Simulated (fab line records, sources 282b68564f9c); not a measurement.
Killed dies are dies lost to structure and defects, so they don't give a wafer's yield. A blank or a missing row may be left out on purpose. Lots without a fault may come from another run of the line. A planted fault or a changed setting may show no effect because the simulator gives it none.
Split-lot experiment | flow rit_cmos | 5 lots, 23 wafers read, on a route of 202 steps

THE SPLIT
At RIT_NWELL_SOFTBAKE_02 (time 60 s), the setting temp_c was moved away from the recipe's 90 C on 6 of the 23 wafers read, by -3.1% to +4.0%. The other wafers ran this setting at the recipe's value.

FROM THE SPLIT TO THE READING: what the file shows between them, 2 steps
- RIT_NWELL_EXPOSE_03: exposes mask M2, target cd 43900 nm
- RIT_NWELL_PEB_04

THE READING
NOVOLAK_of_NWELL_COAT_01.thk_nm (the simulator's own value, which no gauge read), in nm, at RIT_NWELL_DEVELOP_05 (develop time 68 s). The file gives no usual value for it. The 17 wafers here that ran the recipe average 1303 nm, standard deviation 4.1 nm.

wafer  | tool, chamber at the split | temp_c as run, C | against the recipe | NOVOLAK_of_NWELL_COAT_01.thk_nm, nm | against lot-mates on the recipe
L075.1 | litho_track-04, 0          | 90               | recipe             | 1297                                | -
L075.2 | litho_track-04, 0          | 90               | recipe             | 1297                                | -
L075.4 | litho_track-04, 0          | 87.19            | -3.1%              | 1307                                | +10
L075.5 | litho_track-04, 0          | 87.19            | -3.1%              | 1302                                | +5
L075.6 | litho_track-04, 0          | 90               | recipe             | 1296                                | -
L076.1 | litho_track-02, 0          | 90               | recipe             | 1307                                | -
L076.2 | litho_track-02, 0          | 90               | recipe             | 1307                                | -
L076.3 | litho_track-02, 0          | 90               | recipe             | 1308                                | -
L076.4 | litho_track-02, 0          | 90               | recipe             | 1309                                | -
L076.6 | litho_track-02, 0          | 90               | recipe             | 1305                                | -
L078.3 | litho_track-02, 0          | 90               | recipe             | 1302                                | -
L078.5 | litho_track-02, 0          | 90               | recipe             | 1302                                | -
L078.4 | litho_track-02, 0          | 90               | recipe             | 1301                                | -
L079.1 | litho_track-02, 0          | 90               | recipe             | 1304                                | -
L079.2 | litho_track-02, 0          | 90               | recipe             | 1307                                | -
L079.4 | litho_track-02, 0          | 90               | recipe             | 1307                                | -
L079.3 | litho_track-02, 0          | 93.52            | +3.9%              | 1297                                | -9
L079.5 | litho_track-02, 0          | 93.52            | +3.9%              | 1297                                | -9
L080.1 | litho_track-04, 0          | 90               | recipe             | 1300                                | -
L080.2 | litho_track-04, 0          | 93.58            | +4.0%              | 1285                                | -15
L080.3 | litho_track-04, 0          | 90               | recipe             | 1298                                | -
L080.4 | litho_track-04, 0          | 90               | recipe             | 1302                                | -
L080.5 | litho_track-04, 0          | 93.58            | +4.0%              | 1289                                | -11

THE FIT
A straight line over all 23 wafers: NOVOLAK_of_NWELL_COAT_01.thk_nm changes by -2.13 nm for each +1% of temp_c; r = -0.66; the points scatter about the line by 4.7 nm.
The same after taking each lot's own level away (the mean of its wafers on the recipe; 23 wafers): -2.71 nm for each +1%; r = -0.95; scatter 1.7 nm.
On that fit, the largest move of temp_c shifts the reading by 11 nm.
The lots' own levels span 1296.7 to 1307.2 nm, that is 2.5 times the standard deviation above.
So the lot-to-lot level blurs the effect unless lot-mates are compared.
Check: with one of the wafers moved furthest among these (+4.0%) left out of the fit, the line predicts -9.83 nm for it against its lot-mates. It came out at -15 nm against them.

OTHER SPLITS ON THESE WAFERS
These wafers also went through other splits before the reading. Each is held against what the fit with the lots' levels taken away leaves over:
other split on the same wafers | wafers away from the commonest value | r with NOVOLAK_of_NWELL_COAT_01.thk_nm (lot level and that fit taken away)
RIT_ACTIVE_COAT_06 spin_rpm    | 9                                    | -0.20
RIT_ACTIVE_EXPOSE_08 dose_mj   | 6                                    | +0.01

THE FILE'S OWN FIT
NOVOLAK_of_NWELL_COAT_01.thk_nm changes by -2.7 nm for each +1% of temp_c, r = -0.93.
